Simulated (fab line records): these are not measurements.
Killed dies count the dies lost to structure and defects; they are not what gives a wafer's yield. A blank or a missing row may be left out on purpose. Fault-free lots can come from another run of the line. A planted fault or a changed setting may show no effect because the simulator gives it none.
8D (eight disciplines) problem report, filled in by code ; flow ritCmos ; the parts of the form that need people (team, actions taken, sign-off) are left out

1. WHAT IS WRONG
At RIT_PRETRO_SOFTBAKE_02, heaterPowerTotalW averages 34.90 W over 6 wafers from 2 lots, while fault-free wafers read 34.57 W, standard deviation 0.049. Relative to the usual mean, that is a shift of +6.7 standard deviations.
The step: time 60 s.
First observed at day 3 21:20: wafer L220.3, on lithoTrack-02. The record holds 42 wafers of 14 lots with a number at this step. By rule, "out" or "out of limits" means more than 4 standard deviations away from the usual mean. Any other wafer with a number is counted as sound.

2. WHAT IT IS, AND WHAT IT ISN'T
question;is;is not
which readings at this step;heaterPowerTotalW, plateTempC;chillPlateTempC
which lots;L220, L225;L214, L215, L216, L217, L218, L219, L223, L229, L230, L233, L236, L237
which wafers of those lots;all that have a number;-
read on which tools;lithoTrack-02;lithoTrack-03, lithoTrack-04
when;from day 3 21:20;"up to then (18 sound wafers); but 18 sound wafers of L223, L229, L230, L233, L236, L237 came after"

3. SUSPECTS, AND WHAT RULES EACH OUT
Counting: a tool at any process step up to the reading remains a suspect when it ran all the lots that are out and ran no sound lot after the first of those.
- lithoTrack-02 at RIT_PRETRO_SOFTBAKE_02 (time 60 s): kept. It ran every lot that is out, first L220 (day 3 21:20), and no sound lot after that; its last sound lot up to then is L219 (day 3 12:55). On those wafers its own readings are out: heaterPowerTotalW, plateTempC.
Left after counting: lithoTrack-02 at RIT_PRETRO_SOFTBAKE_02.

4. THE CAUSE (what the simulator had put in)
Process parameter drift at RIT_PRETRO_SOFTBAKE_02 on lithoTrack-02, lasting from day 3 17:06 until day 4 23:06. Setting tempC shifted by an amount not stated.
This tool alone remained once counting was done.

5. SEQUENCE OF EFFECTS, ordered by route
Each row: a reading whose mean over the struck wafers that have a number lies more than 3 standard deviations from the usual. Scope: only readings with a usual standard deviation given in the record; hours: median across lots of the time from each lot's start at the first step in this table that gives one to its start at this step; sigmas: change in usual standard deviations.
hours;step;reading;usual;on struck wafers;change;sigmas
0;RIT_PRETRO_SOFTBAKE_02;heaterPowerTotalW;34.57 W;34.90;+0.33;+6.7
0;RIT_PRETRO_SOFTBAKE_02;plateTempC;90.00 C;90.67;+0.67;+6.1
Here are the process steps it includes:
- RIT_PRETRO_SOFTBAKE_02: time 60 s.

6. WHAT WOULD HAVE CAUGHT IT SOONER
First out-of-limits reading in this record: day 3 21:20, which is 4 hours after fault onset at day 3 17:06.
